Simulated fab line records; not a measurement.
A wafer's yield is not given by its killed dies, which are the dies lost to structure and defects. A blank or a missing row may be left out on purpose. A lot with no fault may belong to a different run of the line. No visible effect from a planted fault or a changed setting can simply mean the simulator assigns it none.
Struck lot and sound lot, side by side || flow rit cmos || 20 steps out of a route of 202
Sound: wafers L707.2, L707.4, L707.6. Struck: wafers L717.2, L717.5, L717.6. The cause is given at the end.
At each step with rows: each side's tool, then ch and its chambers, then its first start. Under that, the readings that differ: sound wafers || struck wafers || difference of the means || sigmas: that difference in standard deviations of wafers without a fault.
alike: readings whose means differ by less than 2 such deviations, and words and numbers that are the same on both sides. not compared: withheld readings, readings that some wafer has no value for, bounds like >300 that may hide the same value, and numbers for which the record gives no deviation and whose values overlap.
The two part at a step that has a row with sigmas, a row that says differs or no value, or rows on one side only. When numbers do not overlap yet have no deviation, they are printed without sigmas and do not part them. A reading that every wafer of one side lacks parts them only if that side has two wafers or more.

first, 4 steps without rows for these wafers: RIT_ACTIVE_SOFTBAKE_07 (time 60 s); RIT_ACTIVE_EXPOSE_08 (exposes mask M1, target cd 1400 nm); RIT_ACTIVE_PEB_09; RIT_ACTIVE_DEVELOP_10 (develop time 49.27 s).
RIT_ACTIVE_CD_MEAS_11 targets a cd of 1400 nm.
  struck on cd sem-02, day 5 03:35; sound on cd sem-02, day 3 01:37
  alike: cd nm
then, 1 step without rows for these wafers: RIT_ACTIVE_HARDBAKE_12 (time 60 s).
RIT_ACTIVE_ETCH_13: etches Si3N4 in SF6, stops on SiO2, time 210 s, target depth 210 nm.
  sound on rie diel-03 ch 1,2, day 3 01:56; struck on rie diel-01 ch 0,1,3, day 5 03:50
  alike: drypump motor current A, oes product au, throttle valve pct
  not compared: rf hours counter h
RIT_ACTIVE_STRIP_14: strips in O2, time 180 s.
  sound on plasma asher-04 ch 0, day 3 02:04; struck on plasma asher-04 ch 0,1, day 5 03:58
  alike: drypump motor current A, o2 flow sccm
  not compared: rf hours counter h
RIT_ACTIVE_CD_MEAS_90 targets a cd of 1400 nm.
  struck on cd sem-01, day 5 04:10; sound on cd sem-02, day 3 02:15
  alike: cd nm
then, 3 steps without rows for these wafers: RIT_ACTIVE_CLEAN_15 (cleans in SC1, time 600 s); RIT_ACTIVE_CLEAN_16 (cleans in dHF, time 30 s); RIT_ACTIVE_CLEAN_17 (cleans in SC2, time 600 s).
RIT_FOX1_OXIDATION_00: target thk 350.7 nm, ox time 1130 s.
  sound on furnace-01 ch 0, day 3 02:43; struck on furnace-01 ch 0, day 5 06:46
  alike: spike tc load C, zone power source pct
RIT_FOX1_THK_MEAS_01:
  struck on film metro-03, day 5 08:05; sound on film metro-04, day 3 04:03
{"reading": "FOX1_OXIDE_THK (nm)", "sound": "347 344 340", "struck": "507 505 523", "difference": "+168", "sigmas": "+28"}
RIT_FOX1_WET_ETCH_02: etches SiO2 in BOE, target depth 350 nm, time 390 s.
  sound on wet bench-02 ch 3, day 3 04:06; struck on wet bench-02 ch 0, day 5 08:08
{"reading": "model.Si3N4_of_ACTIVE_CVD_03.thk nm (nm)", "sound": "135.3 134.6 134.1", "struck": "133 133.5 132.8", "difference": -2, "sigmas": ""}
  alike: temp c
then, 1 step without rows for these wafers: RIT_FOX2_OXIDATION_00 (target thk 350.7 nm, ox time 1130 s).
RIT_FOX2_THK_MEAS_01:
  struck on film metro-03, day 5 12:39; sound on film metro-03, day 3 06:27
  alike: FOX2_OXIDE_THK
RIT_FOX2_CLEAN_02: cleans in dHF, time 180 s.
  sound on wet bench-03 ch 2, day 3 06:30; struck on wet bench-03 ch 0, day 5 12:42
{"reading": "model.Si3N4_of_ACTIVE_CVD_03.thk nm (nm)", "sound": "128.3 127.5 127.1", "struck": "126 126.4 125.8", "difference": -2, "sigmas": ""}
then, 1 step without rows for these wafers: RIT_FOX2_WET_ETCH_03 (etches Si3N4 in H3PO4, target depth 195 nm, time 2700 s).
RIT_M1_PROBE_99:
  struck on prober-01, day 7 05:53; sound on prober-01, day 4 20:07
  alike: killed at contacts, killed at front end, killed dies, killed open, killed short

== WHERE THEY PART ==
Only at RIT_FOX1_THK_MEAS_01, as far as this record shows. Later steps at which nothing parts them and some readings are alike: RIT_FOX1_WET_ETCH_02, RIT_FOX2_THK_MEAS_01, RIT_M1_PROBE_99.

WHY: what had been put in by the simulator
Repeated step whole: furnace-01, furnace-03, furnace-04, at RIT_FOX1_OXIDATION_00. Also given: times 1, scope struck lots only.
